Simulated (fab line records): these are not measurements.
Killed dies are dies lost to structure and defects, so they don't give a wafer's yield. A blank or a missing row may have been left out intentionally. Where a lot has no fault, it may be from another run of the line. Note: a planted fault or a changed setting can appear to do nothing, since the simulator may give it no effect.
A lot that was struck, set against a sound lot | flow berkeley cmos170 | 19 out of 331 route steps
Sound: wafers L168.2, L168.3, L168.4. The struck wafers were L162.2, L162.4, L162.6. The cause is named last.
Order at every step that has rows: each side's tool, ch and its chambers, its first start. Under that, the readings that differ: sound wafers | struck wafers | difference of the means | sigmas: that difference in standard deviations of wafers without a fault.
alike: a reading whose means differ by less than 2 such deviations, as well as words and numbers matching on both sides. not compared: withheld readings; readings where some wafer has no value; bounds like >300 that might hide an equal value; numbers whose values overlap and for which the record gives no deviation.
A row with sigmas, a row that says differs or no value, or rows on one side alone: a step with any of these is where the two part. Numbers that have no deviation but don't overlap get no sigmas and don't part them. A reading missing from all wafers of one side parts the sides only when that side holds two or more wafers.

first, 5 steps without rows for these wafers: UCB170_ACTIVE_COAT_08 (resist thk 900 nm); UCB170_ACTIVE_SOFTBAKE_09 (time 60 s); UCB170_ACTIVE_EXPOSE_10 (exposes mask ACTIVE, target cd 1200 nm); UCB170_ACTIVE_PEB_11; UCB170_ACTIVE_DEVELOP_12 (develop time 45 s).
UCB170_ACTIVE_CD_MEAS_13 targets a cd of 1200 nm.
  struck on cd sem-02, day 6 21:11; sound on cd sem-01, day 8 00:05
  alike: cd nm
UCB170_ACTIVE_OVL_MEAS_14:
  struck on overlay-01, day 6 21:17; sound on overlay-01, day 8 00:11
  alike: ACTIVE_OVL
UCB170_ACTIVE_ETCH_15: etches Si3N4 in CH3F/Ar/O2, stops on SiO2, target depth 242 nm, time 151 s.
  sound on rie diel-03 ch 0,2,3, day 8 00:13; struck on rie diel-03 ch 0,3, day 6 21:19
  alike: drypump motor current A, mfc ar sccm, oes product au, throttle valve pct
  not compared: rf hours counter h
UCB170_ACTIVE_STRIP_16: strips in O2.
  sound on plasma asher-02 ch 0,1, day 8 00:19; struck on plasma asher-01 ch 0,1, day 6 21:25
  alike: drypump motor current A, oes product au, strip time to endpoint s
  not compared: rf hours counter h
UCB170_ACTIVE_CD_MEAS_90 targets a cd of 1200 nm.
  struck on cd sem-02, day 6 21:54; sound on cd sem-02, day 8 00:26
  alike: cd nm
then, 2 steps without rows for these wafers: UCB170_ACTIVE_CLEAN_17 (cleans in SPM, time 600 s); UCB170_PFIELD_HMDS_00 (prime time 60 s).
UCB170_PFIELD_COAT_01: resist thk 900 nm.
  sound on litho track-04 ch 0, day 8 00:58; struck on litho track-04, day 6 22:21
  no value came back on the struck wafers for chill plate temp C (C), dispense pressure kPa (kPa); on the sound wafers chill plate temp C (C) reads 23.11 23.07 23.12
then, 4 steps without rows for these wafers: UCB170_PFIELD_SOFTBAKE_02 (time 60 s); UCB170_PFIELD_EXPOSE_03 (exposes mask PFIELD, target cd 1500 nm); UCB170_PFIELD_PEB_04; UCB170_PFIELD_DEVELOP_05 (develop time 45 s).
UCB170_PFIELD_OVL_MEAS_06:
  struck on overlay-02, day 6 23:09; sound on overlay-01, day 8 01:39
  reading         | sound     | struck | difference                    | sigmas
  PFIELD_OVL (nm) | -8 -8 -10 | - - -  | no value on the struck wafers |
next, for these wafers, 1 step has no rows: UCB170_PFIELD_IMPLANT_07.

WHERE THEY PART
First at UCB170_PFIELD_COAT_01; last, within this record, at UCB170_PFIELD_OVL_MEAS_06.

WHY: the cause the simulator had injected
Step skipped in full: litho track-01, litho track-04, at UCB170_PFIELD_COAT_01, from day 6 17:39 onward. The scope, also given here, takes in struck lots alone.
